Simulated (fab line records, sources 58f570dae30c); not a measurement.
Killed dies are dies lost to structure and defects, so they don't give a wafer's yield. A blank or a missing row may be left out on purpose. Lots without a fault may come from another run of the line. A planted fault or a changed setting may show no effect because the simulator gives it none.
Which tool did it? | flow berkeley_cmos170 | 14 lots, 42 wafers sampled, at 5 steps of a route of 331

WHAT THE GAUGES READ, wafer by wafer
UCB170_ACTIVE_THK_MEAS_06.
lot  | measured    | on            | ACTIVE_NITRIDE_THK (nm)
L235 | day 3 21:31 | film_metro-04 | 217.9 219.5 218.4
L236 | day 4 02:25 | film_metro-03 | 221.4 219.1 220.7
L237 | day 4 21:15 | film_metro-01 | 219.4 220.6 222.7
L238 | day 5 00:07 | film_metro-04 | 221.1 223.3 223.4
L240 | day 5 05:59 | film_metro-01 | 219.0 219.3 217.0
L241 | day 5 11:49 | film_metro-01 | 220.0 218.0 218.1
L245 | day 6 06:13 | film_metro-03 | 220.5 220.3 220.0
L249 | day 7 02:38 | film_metro-01 | 439.4 436.3 439.8
L250 | day 7 08:28 | film_metro-03 | 438.4 439.0 438.3
L253 | day 7 18:20 | film_metro-03 | 222.0 224.4 222.0
L255 | day 8 07:31 | film_metro-03 | 220.3 223.8 223.1
L256 | day 8 18:42 | film_metro-01 | 217.2 217.7 216.7
L257 | day 9 03:37 | film_metro-03 | 221.9 220.0 222.2
L258 | day 9 10:30 | film_metro-03 | 221.2 220.7 221.8

UCB170_NVT_OVL_MEAS_06.
lot  | measured     | on         | NVT_OVL (nm)
L235 | day 5 04:01  | overlay-01 | 6 2 6
L236 | day 5 11:41  | overlay-02 | -3 -2 -4
L237 | day 6 01:17  | overlay-01 | 8 1 15
L238 | day 6 01:16  | overlay-02 | 3 6 -1
L240 | day 6 12:07  | overlay-02 | 1 0 7
L241 | day 6 21:08  | overlay-02 | 6 2 4
L245 | day 7 17:23  | overlay-01 | 2 5 -4
L249 | day 8 09:01  | overlay-01 | -3
L253 | day 9 04:22  | overlay-01 | -5 0 8
L255 | day 10 02:50 | overlay-01 | -4 -6 1
L256 | day 10 06:49 | overlay-02 | 0 1 7
L257 | day 10 06:32 | overlay-01 | -6 -2 -3
L258 | day 10 21:27 | overlay-02 | 3 6 0

UCB170_FIELD_THK_MEAS_91.
lot  | measured     | on            | FIELD_OXIDE_LEFT_2_THK (nm)
L235 | day 5 05:58  | film_metro-04 | 352 353 352
L236 | day 5 13:43  | film_metro-04 | 374 366 356
L237 | day 6 03:47  | film_metro-01 | 350 367 354
L238 | day 6 03:46  | film_metro-02 | 342 341 352
L240 | day 6 13:56  | film_metro-04 | 358 350 348
L241 | day 6 23:08  | film_metro-04 | 350 350 348
L245 | day 7 19:10  | film_metro-04 | 348 351 338
L249 | day 8 13:30  | film_metro-02 | 342
L253 | day 9 06:19  | film_metro-02 | 358 346 350
L255 | day 10 08:52 | film_metro-01 | 380 364 361
L256 | day 10 10:50 | film_metro-04 | 375 364 367
L257 | day 10 11:02 | film_metro-01 | 343 352 353
L258 | day 11 00:33 | film_metro-02 | 362 362 368

WHICH TOOL RAN EACH LOT (tool, then ch and the chambers of the sampled wafers, then the start)
lot  | UCB170_ACTIVE_CVD_05                                      | UCB170_ACTIVE_ETCH_15
L235 | lpcvd-02 ch 1, day 3 18:34                                | rie_diel-03 ch 1,2, day 3 22:34
L236 | lpcvd-01 ch 0, day 4 00:29                                | rie_diel-04 ch 0,3, day 4 03:28
L237 | lpcvd-02 ch 1, day 4 18:22                                | rie_diel-01 ch 0,1,3, day 4 22:31
L238 | lpcvd-02 ch 1, day 4 21:14                                | rie_diel-04 ch 1,3, day 5 01:13
L240 | lpcvd-01 ch 0, day 5 04:04                                | rie_diel-01 ch 1,2,3, day 5 07:10
L241 | lpcvd-02 ch 0, day 5 08:56                                | rie_diel-01 ch 0,3, day 5 13:20
L245 | lpcvd-02 ch 0, day 6 04:18                                | rie_diel-04 ch 0,1,3, day 6 07:31
L249 | lpcvd-01 ch 1, day 6 21:57 and lpcvd-02 ch 1, day 7 00:43 | rie_diel-04 ch 0,2,3, day 7 03:50
L250 | lpcvd-01 ch 0, day 7 04:05 and lpcvd-02 ch 0, day 7 06:33 | rie_diel-04 ch 0,1,3, day 7 09:34
L253 | lpcvd-02 ch 0, day 7 16:23                                | rie_diel-03 ch 2,3, day 7 19:37
L255 | lpcvd-01 ch 0, day 8 05:37                                | rie_diel-03 ch 1,2,3, day 8 09:16
L256 | lpcvd-02 ch 0, day 8 15:50                                | rie_diel-04 ch 0,1,3, day 8 19:53
L257 | lpcvd-02 ch 0, day 9 01:41                                | rie_diel-04 ch 0,2, day 9 04:46
L258 | lpcvd-02 ch 0, day 9 08:35                                | rie_diel-01 ch 0,2, day 9 11:34
- UCB170_ACTIVE_CVD_05: deposits Si3N4 from SiH2Cl2/NH3, target thk 220 nm, time 3300 s.
- UCB170_ACTIVE_ETCH_15: etches Si3N4 in CH3F/Ar/O2, stops on SiO2, target depth 242 nm, time 151 s.

WHAT THE TOOLS THEMSELVES READ (means of the sampled wafers that have a number; where no wafer has one, the mark that the record gives instead)
UCB170_ACTIVE_ETCH_15.
lot  | tool        | drypump_motor_current_A (A) | oes_product_au (a.u.) | rf_fwd_power_W (W) | throttle_valve_pct (%)
L235 | rie_diel-03 | 5.4                         | 0.932                 | 450.1              | 8.11
L236 | rie_diel-04 | 5.6                         | 0.933                 | 447.7              | 8.09
L237 | rie_diel-01 | 6.1                         | 0.949                 | 449.1              | 8.01
L238 | rie_diel-04 | 5.7                         | 0.932                 | 449.4              | 8.22
L240 | rie_diel-01 | 5.7                         | 0.951                 | 447.7              | 8.14
L241 | rie_diel-01 | 6.6                         | 0.930                 | 448.2              | 8.16
L245 | rie_diel-04 | 5.7                         | 0.932                 | 447.3              | 8.14
L249 | rie_diel-04 | 5.7                         | 0.991                 | 448.2              | 8.14
L250 | rie_diel-04 | 5.7                         | 0.973                 | 448.2              | 8.16
L253 | rie_diel-03 | 5.5                         | 0.953                 | 447.2              | 8.14
L255 | rie_diel-03 | 5.6                         | 0.947                 | 448.2              | 8.07
L256 | rie_diel-04 | 5.7                         | 0.921                 | 449.2              | 8.15
L257 | rie_diel-04 | 5.7                         | 0.933                 | 449.4              | 8.12
L258 | rie_diel-01 | 6.1                         | 0.937                 | 446.6              | 8.11

THE ANSWER, worked out from the rows above alone
Rule: what is usual is taken from the lots themselves. Put in order of their means at a reading, lots are off if they are a third of the lots or fewer, leave a main group of 4 or more, and stand apart from it by a gap of 3 or more times the standard deviation of the main group's means; of several such gaps the widest counts. A main group whose means are all the same, to the digits that the tables above print for the reading, isn't used. A lot without any number at a reading at which 4 lots or more have one is off too. The other lots that the step has rows for count as sound. The gauges are gone through in route order, then the tools' own readings, and for those a lot's mean is taken as printed above. The first step at which some lot is off is used, and at that step the reading that is off furthest; a lot without a number counts as furthest.
Off: L249, L250, at UCB170_ACTIVE_THK_MEAS_06 (ACTIVE_NITRIDE_THK). The main group: mean 220.4 nm, standard deviation 1.7.
A tool fits if, at a process step before that reading, it ran every lot that is off, and no sound lot after the first of them. The gauges at UCB170_ACTIVE_THK_MEAS_06 are tried like those tools. None of those tried fits.

WHAT THE SIMULATOR HAD PUT IN
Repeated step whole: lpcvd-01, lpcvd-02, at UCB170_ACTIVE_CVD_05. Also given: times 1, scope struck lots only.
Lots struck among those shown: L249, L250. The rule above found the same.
